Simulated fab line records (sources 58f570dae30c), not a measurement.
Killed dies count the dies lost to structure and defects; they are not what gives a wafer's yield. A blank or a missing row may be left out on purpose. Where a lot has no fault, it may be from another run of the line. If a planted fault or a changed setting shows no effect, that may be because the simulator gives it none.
One fault seen from 2 desks || flow berkeleyCmos170 || every desk sees just its own numbers, and what lay behind them comes last

== DESK OF THE TOOL OWNER: implanter-02 ==
The tool's own readings at UCB170_PLDD_IMPLANT_09, given as means over the sampled wafers that have a number, one for each lot that went through this tool. Any lot whose mean is over 4 standard deviations away from the usual mean is out of limits and marked OUT; that distance is given in the brackets.
Columns: A = beamEnergyKeV at UCB170_PLDD_IMPLANT_09, usual 10.000; B = beamOnS at UCB170_PLDD_IMPLANT_09, usual 9.97 s; C = doseIonsCm2 at UCB170_PLDD_IMPLANT_09, usual 4.999e+13; D = faradayCurrentUA at UCB170_PLDD_IMPLANT_09, usual 159
{"lot": "L606", "first seen here": "day 7 03:39", "A": 9.997, "B": 9.88, "C": 5.003e+13, "D": 160}
{"lot": "L607", "first seen here": "day 7 12:50", "A": 9.996, "B": 9.88, "C": 4.996e+13, "D": 161}
{"lot": "L610", "first seen here": "day 8 10:59", "A": 9.995, "B": 10.19, "C": 4.995e+13, "D": 155}
{"lot": "L617", "first seen here": "day 9 12:08", "A": 10.001, "B": 9.97, "C": 4.997e+13, "D": 159}
{"lot": "L615", "first seen here": "day 9 12:31", "A": 10.000, "B": 9.98, "C": 4.996e+13, "D": 159}
{"lot": "L619", "first seen here": "day 9 20:32", "A": 10.000, "B": 10.26, "C": "4.158e+13 (-99 or more) OUT", "D": "129 (-9.8) OUT"}
{"lot": "L622", "first seen here": "day 10 01:57", "A": 10.002, "B": 10.06, "C": "4.155e+13 (-99 or more) OUT", "D": "131 (-9.0) OUT"}
This desk's finding: out of limits on L619, L622; first on L619, day 9 20:32 (doseIonsCm2 at UCB170_PLDD_IMPLANT_09). In limits: L606, L607, L610, L617, L615.

== THE METROLOGY DESK ==
What the gauges read, lot by lot, whatever tool the lot ran on: means of the sampled wafers that have a number. Any lot whose mean is over 4 standard deviations away from the usual mean is out of limits and marked OUT; that distance is given in the brackets.
Columns: A = NVT_OVL at UCB170_NVT_OVL_MEAS_06, usual 3 nm; B = PLDD_TW at UCB170_PLDD_TW_MEAS_11, usual 1012; C = PSD_TW at UCB170_PSD_TW_MEAS_10, usual 2334; D = PLDD_RS at UCB170_SDANNEAL_RS_MEAS_04, usual 1032 ohm/sq
{"lot": "L605", "first seen here": "day 6 08:30", "A": -4, "B": 1017, "C": 2311, "D": 1032}
{"lot": "L606", "first seen here": "day 6 10:14", "A": 10, "B": 1020, "C": 2348, "D": 1031}
{"lot": "L607", "first seen here": "day 6 20:19", "A": 9, "B": 1005, "C": 2345, "D": 1034}
{"lot": "L608", "first seen here": "day 6 20:26", "A": 12, "B": 1018, "C": 2352, "D": 1033}
{"lot": "L609", "first seen here": "day 7 16:17", "A": 5, "B": 1006, "C": 2327, "D": 1033}
{"lot": "L610", "first seen here": "day 7 17:07", "A": -3, "B": 1019, "C": 2324, "D": 1029}
{"lot": "L618", "first seen here": "day 8 05:23", "A": 8, "B": 1011, "C": 2336, "D": 1031}
{"lot": "L617", "first seen here": "day 8 05:56", "A": 2, "B": 1012, "C": 2325, "D": 1026}
{"lot": "L615", "first seen here": "day 8 06:07", "A": -2, "B": 1013, "C": 2334, "D": 1030}
{"lot": "L614", "first seen here": "day 8 23:14", "A": 3, "B": 1010, "C": 2327, "D": 1032}
{"lot": "L620", "first seen here": "day 8 23:23", "A": 10, "B": 1014, "C": 2308, "D": 1032}
{"lot": "L619", "first seen here": "day 8 23:40", "A": 2, "B": "984 (-4.3) OUT", "C": 2349, "D": "1111 (+26) OUT"}
{"lot": "L622", "first seen here": "day 9 07:49", "A": -3, "B": 992, "C": 2316, "D": "1105 (+24) OUT"}
{"lot": "L626", "first seen here": "day 10 17:40", "A": -1, "B": 1009, "C": 2316, "D": 1034}
This desk finds L619, L622 out of limits, with the earliest case on L619 at day 9 20:46 (PLDD_TW at UCB170_PLDD_TW_MEAS_11). In limits: L605, L606, L607, L608, L609, L610, L618, L617, L615, L614, L620, L626.

== TAKEN TOGETHER ==
The tool owner's desk had the chance to raise an alarm at day 9 20:32 on L619, L622.
On L619, L622, the metrology desk was in a position to raise an alarm at day 9 20:46.
Every lot named ran UCB170_PLDD_IMPLANT_09 on implanter-02.

== WHAT THE SIMULATOR PUT IN ==
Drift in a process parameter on implanter-02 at UCB170_PLDD_IMPLANT_09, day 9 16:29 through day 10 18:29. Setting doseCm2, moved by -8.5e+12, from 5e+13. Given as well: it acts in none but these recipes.
Shown lots that were struck: L619, L622.
Fault start to first reading out of limits, in hours, per desk: tool owner, 4; metrology, 4.
